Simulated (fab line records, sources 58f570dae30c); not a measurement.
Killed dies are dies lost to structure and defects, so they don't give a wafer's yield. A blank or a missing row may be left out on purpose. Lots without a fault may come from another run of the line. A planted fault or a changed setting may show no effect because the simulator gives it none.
Which tool did it? | flow berkeley_cmos170 | 14 lots, 42 wafers sampled, at 5 steps of a route of 331

WHAT THE GAUGES READ, wafer by wafer
UCB170_V1_CD_MEAS_12: target cd 700 nm.
lot  | measured     | on        | cd_nm (nm)
L641 | day 6 20:36  | cd_sem-01 | 698.0 698.7 698.8
L642 | day 7 09:05  | cd_sem-01 | 701.9 703.5 701.8
L644 | day 7 22:49  | cd_sem-01 | 700.7 701.1 699.9
L643 | day 7 23:11  | cd_sem-01 | 702.2 701.0 700.6
L646 | day 8 08:29  | cd_sem-01 | 697.5 698.9 697.9
L647 | day 8 22:14  | cd_sem-02 | 701.6 701.7 702.1
L649 | day 8 22:28  | cd_sem-02 | 700.2 699.5 698.1
L648 | day 9 08:04  | cd_sem-02 | 699.9 699.6 700.8
L650 | day 9 08:09  | cd_sem-01 | 700.3 699.4 699.6
L651 | day 9 19:15  | cd_sem-01 | 698.7 698.4 698.2
L652 | day 10 07:08 | cd_sem-02 | 699.0 699.5 700.1
L654 | day 11 02:34 | cd_sem-02 | 701.6 700.2 700.0
L659 | day 11 03:18 | cd_sem-02 | 700.1 701.2 700.8
L663 | day 12 02:13 | cd_sem-02 | 699.6 698.6 698.9

UCB170_V2_THK_MEAS_01.
lot  | measured     | on            | V2_TEOS_THK (nm)
L641 | day 6 23:48  | film_metro-03 | 1965 1973 2001
L642 | day 7 12:33  | film_metro-02 | 1977 2023 2033
L644 | day 8 02:46  | film_metro-03 | 1987 1992 2020
L643 | day 8 03:08  | film_metro-01 | 1977 1977 2004
L646 | day 8 12:11  | film_metro-03 | 1988 1980 1979
L647 | day 9 01:34  | film_metro-02 | 1944 1983 2001
L649 | day 9 02:11  | film_metro-01 | 1986 1967 2007
L648 | day 9 11:23  | film_metro-01 | 1991 1980 2000
L650 | day 9 11:40  | film_metro-03 | 1947 1989 1970
L651 | day 9 22:35  | film_metro-02 | 1974 2001 2007
L652 | day 10 11:20 | film_metro-02 | 1998 2005 2038
L654 | day 11 07:49 | film_metro-01 | 2002 1997 1989
L659 | day 11 08:22 | film_metro-02 | 2220 2009 2229
L663 | day 12 06:17 | film_metro-01 | 1982 2221 2043

WHICH TOOL RAN EACH LOT (tool, then ch and the chambers of the sampled wafers, then the start)
lot  | UCB170_V1_STRIP_15                   | UCB170_M2_STRIP_19                   | UCB170_V2_CVD_00
L641 | plasma_asher-04 ch 0,1, day 6 20:55  | plasma_asher-04 ch 0,1, day 6 23:25  | pecvd-01 ch 0,2, day 6 23:38
L642 | plasma_asher-03 ch 0,1, day 7 09:30  | plasma_asher-02 ch 0,1, day 7 12:11  | pecvd-04 ch 1,2, day 7 12:23
L644 | plasma_asher-03 ch 0,1, day 7 23:09  | plasma_asher-01 ch 0,1, day 8 02:23  | pecvd-01 ch 0,1, day 8 02:36
L643 | plasma_asher-03 ch 0,1, day 7 23:31  | plasma_asher-04 ch 0,1, day 8 02:41  | pecvd-02 ch 2, day 8 02:54
L646 | plasma_asher-03 ch 0,1, day 8 08:49  | plasma_asher-02 ch 0,1, day 8 11:49  | pecvd-02 ch 0,1,2, day 8 12:02
L647 | plasma_asher-01 ch 0,1, day 8 22:33  | plasma_asher-04 ch 1, day 9 01:11    | pecvd-02 ch 0,1,2, day 9 01:24
L649 | plasma_asher-04 ch 0,1, day 8 22:48  | plasma_asher-02 ch 1, day 9 01:49    | pecvd-04 ch 0,1, day 9 02:02
L648 | plasma_asher-04 ch 0,1, day 9 08:24  | plasma_asher-02 ch 0,1, day 9 11:01  | pecvd-01 ch 0,2, day 9 11:14
L650 | plasma_asher-03 ch 0,1, day 9 08:29  | plasma_asher-04 ch 0,1, day 9 11:17  | pecvd-04 ch 1,2, day 9 11:29
L651 | plasma_asher-01 ch 0,1, day 9 19:35  | plasma_asher-04 ch 0,1, day 9 22:13  | pecvd-01 ch 0,1,2, day 9 22:26
L652 | plasma_asher-03 ch 0,1, day 10 07:28 | plasma_asher-01 ch 0,1, day 10 10:59 | pecvd-02 ch 0,2, day 10 11:10
L654 | plasma_asher-03 ch 0,1, day 11 02:52 | plasma_asher-01 ch 0,1, day 11 07:26 | pecvd-02 ch 0,1,2, day 11 07:39
L659 | plasma_asher-04 ch 0,1, day 11 03:38 | plasma_asher-01 ch 0,1, day 11 08:01 | pecvd-02 ch 0,2, day 11 08:12
L663 | plasma_asher-04 ch 0,1, day 12 02:32 | plasma_asher-01 ch 0,1, day 12 05:56 | pecvd-02 ch 0,1, day 12 06:07
- UCB170_V1_STRIP_15: strips in O2.
- UCB170_M2_STRIP_19: strips in O2.
- UCB170_V2_CVD_00: deposits SiO2 from TEOS/O2, target thk 2000 nm, time 250 s.

WHAT THE TOOLS THEMSELVES READ (means of the sampled wafers that have a number; where no wafer has one, the mark that the record gives instead)
UCB170_V1_STRIP_15.
lot  | tool            | chamber_pressure_mTorr (mTorr) | drypump_motor_current_A (A) | oes_product_au (a.u.) | strip_time_to_endpoint_s (s)
L641 | plasma_asher-04 | 3499                           | 6.3                         | 0.724                 | 15.34
L642 | plasma_asher-03 | 3504                           | 6.2                         | 0.722                 | 15.28
L644 | plasma_asher-03 | 3499                           | 6.0                         | 0.720                 | 15.37
L643 | plasma_asher-03 | 3499                           | 6.1                         | 0.720                 | 15.34
L646 | plasma_asher-03 | 3500                           | 6.2                         | 0.722                 | 15.45
L647 | plasma_asher-01 | 3505                           | 5.5                         | 0.727                 | 15.49
L649 | plasma_asher-04 | 3500                           | 6.2                         | 0.720                 | 15.38
L648 | plasma_asher-04 | 3500                           | 5.9                         | 0.719                 | 15.41
L650 | plasma_asher-03 | 3500                           | 6.2                         | 0.722                 | 15.28
L651 | plasma_asher-01 | 3501                           | 5.5                         | 0.726                 | 15.40
L652 | plasma_asher-03 | 3501                           | 6.2                         | 0.724                 | 15.37
L654 | plasma_asher-03 | 3502                           | 6.2                         | 0.718                 | 15.41
L659 | plasma_asher-04 | 3504                           | 5.9                         | 0.723                 | 15.28
L663 | plasma_asher-04 | 3502                           | 6.2                         | 0.720                 | 15.39

UCB170_M2_STRIP_19.
lot  | tool            | chamber_pressure_mTorr (mTorr) | drypump_motor_current_A (A) | oes_product_au (a.u.)
L641 | plasma_asher-04 | 3500                           | 5.9                         | 0.559
L642 | plasma_asher-02 | 3498                           | 5.3                         | 0.559
L644 | plasma_asher-01 | 3500                           | 5.5                         | 0.553
L643 | plasma_asher-04 | 3503                           | 6.3                         | 0.577
L646 | plasma_asher-02 | 3502                           | 5.3                         | 0.548
L647 | plasma_asher-04 | 3502                           | 5.6                         | 0.571
L649 | plasma_asher-02 | 3502                           | 5.4                         | 0.560
L648 | plasma_asher-02 | 3501                           | 5.3                         | 0.560
L650 | plasma_asher-04 | 3501                           | 6.2                         | 0.565
L651 | plasma_asher-04 | 3502                           | 6.2                         | 0.551
L652 | plasma_asher-01 | 3502                           | 6.0                         | 0.561
L654 | plasma_asher-01 | 3501                           | 6.1                         | 0.543
L659 | plasma_asher-01 | 3501                           | 5.5                         | 0.553
L663 | plasma_asher-01 | 3500                           | 5.5                         | 0.575

UCB170_V2_CVD_00.
lot  | tool     | heater_power_w (W) | rf_fwd_power_W (W)
L641 | pecvd-01 | 210                | 549.4
L642 | pecvd-04 | 232                | 548.6
L644 | pecvd-01 | 221                | 548.3
L643 | pecvd-02 | 323                | 547.7
L646 | pecvd-02 | 288                | 548.3
L647 | pecvd-02 | 276                | 547.8
L649 | pecvd-04 | 236                | 549.6
L648 | pecvd-01 | 207                | 548.4
L650 | pecvd-04 | 201                | 546.4
L651 | pecvd-01 | 191                | 548.0
L652 | pecvd-02 | 273                | 548.3
L654 | pecvd-02 | 265                | 549.5
L659 | pecvd-02 | 211                | 695.5
L663 | pecvd-02 | 201                | 622.3

THE ANSWER, worked out from the rows above alone
Rule: what is usual is taken from the lots themselves. Put in order of their means at a reading, lots are off if they are a third of the lots or fewer, leave a main group of 4 or more, and stand apart from it by a gap of 3 or more times the standard deviation of the main group's means; of several such gaps the widest counts. A main group whose means are all the same, to the digits that the tables above print for the reading, isn't used. A lot without any number at a reading at which 4 lots or more have one is off too. The other lots that the step has rows for count as sound. The gauges are gone through in route order, then the tools' own readings, and for those a lot's mean is taken as printed above. The first step at which some lot is off is used, and at that step the reading that is off furthest; a lot without a number counts as furthest.
Off: L659, L663, at UCB170_V2_THK_MEAS_01 (V2_TEOS_THK). The main group: mean 1990 nm, standard deviation 13.
A tool fits if, at a process step before that reading, it ran every lot that is off, and no sound lot after the first of them. The gauges at UCB170_V2_THK_MEAS_01 aren't tried: what is off there is off at UCB170_V2_CVD_00 too, on other tools, and a gauge's error can't cause that. Can't be told from this: 3 tools fit, plasma_asher-04 at UCB170_V1_STRIP_15, plasma_asher-01 at UCB170_M2_STRIP_19, pecvd-02 at UCB170_V2_CVD_00.

WHAT THE SIMULATOR HAD PUT IN
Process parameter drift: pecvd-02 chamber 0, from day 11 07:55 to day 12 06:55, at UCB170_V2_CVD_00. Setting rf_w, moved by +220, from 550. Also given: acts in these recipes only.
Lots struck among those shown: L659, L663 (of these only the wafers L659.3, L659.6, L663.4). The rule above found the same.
